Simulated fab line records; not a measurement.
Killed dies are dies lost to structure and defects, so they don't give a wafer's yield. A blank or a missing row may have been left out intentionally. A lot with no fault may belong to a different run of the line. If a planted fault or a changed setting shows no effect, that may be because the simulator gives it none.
2 desks, one fault || flow berkeley_cmos170 || every desk sees just its own numbers, and what lay behind them comes last

TOOL OWNER'S DESK, krf_scanner-02
The tool's own readings at UCB170_M3_EXPOSE_12 (exposes mask METAL3, target cd 700 nm): means of the sampled wafers that have a number, for each lot that ran on this tool. The brackets show how far a lot's mean lies from the usual mean; more than 4 standard deviations puts the lot out of limits, marked OUT.
Columns: A = focus_offset_nm at UCB170_M3_EXPOSE_12, usual 0.0 nm
{"lot": "L355", "first seen here": "day 9 02:16", "A": -0.3}
{"lot": "L359", "first seen here": "day 9 14:23", "A": -0.0}
{"lot": "L357", "first seen here": "day 9 15:25", "A": 0.9}
{"lot": "L358", "first seen here": "day 9 17:54", "A": 0.5}
{"lot": "L362", "first seen here": "day 10 03:31", "A": -0.5}
This desk's finding: nothing out of limits on any of the 5 lots.

THE METROLOGY DESK
Lot by lot, what the gauges showed, no matter which tool ran the lot: averages of those sampled wafers that carry a number. The brackets show how far a lot's mean lies from the usual mean; more than 4 standard deviations puts the lot out of limits, marked OUT.
Columns: A = GATE_OXIDE_THK at UCB170_GATE_THK_MEAS_02, usual 6.57 nm; B = M2_AL_RS at UCB170_M2_RS_MEAS_02, usual 0.0320 ohm/sq; C = M3_OVL at UCB170_M3_OVL_MEAS_16, usual 0 nm
{"lot": "L355", "first seen here": "day 7 06:51", "A": 6.31, "B": 0.0320, "C": 2}
{"lot": "L356", "first seen here": "day 7 12:32", "A": 6.52, "B": 0.0318, "C": 5}
{"lot": "L357", "first seen here": "day 7 20:02", "A": 6.45, "B": 0.0323, "C": 3}
{"lot": "L358", "first seen here": "day 7 20:03", "A": 6.59, "B": 0.0325, "C": "88 (+16) OUT"}
{"lot": "L359", "first seen here": "day 7 20:04", "A": 6.34, "B": 0.0316, "C": -5}
{"lot": "L360", "first seen here": "day 8 04:04", "A": 6.47, "B": 0.0320, "C": 5}
{"lot": "L362", "first seen here": "day 8 04:06", "A": 6.69, "B": 0.0325, "C": "86 (+16) OUT"}
{"lot": "L364", "first seen here": "day 8 18:45", "A": 6.57, "B": 0.0321, "C": -4}
{"lot": "L374", "first seen here": "day 10 16:38", "A": 6.47, "B": 0.0323, "C": 1}
{"lot": "L375", "first seen here": "day 10 16:42", "A": 6.63, "B": 0.0318, "C": 1}
This desk's finding: out of limits on L358, L362; first on L358, day 9 18:42 (M3_OVL at UCB170_M3_OVL_MEAS_16). Within limits: L355, L356, L357, L359, L360, L364, L374, L375.

BROUGHT TOGETHER
On L358, L362, the metrology desk was in a position to raise an alarm at day 9 18:42.
Nothing out of limits was seen by the tool owner's desk.
On record at the tool owner's desk: L358, L362, within its limits.
On krf_scanner-02, each named lot ran UCB170_M3_EXPOSE_12.

WHAT HAD BEEN PUT IN BY THE SIMULATOR
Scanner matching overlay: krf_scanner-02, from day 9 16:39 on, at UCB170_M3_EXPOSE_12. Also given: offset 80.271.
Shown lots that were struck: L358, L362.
Per desk, hours elapsed from the start of the fault to the first reading out of limits: for the metrology desk, 2.
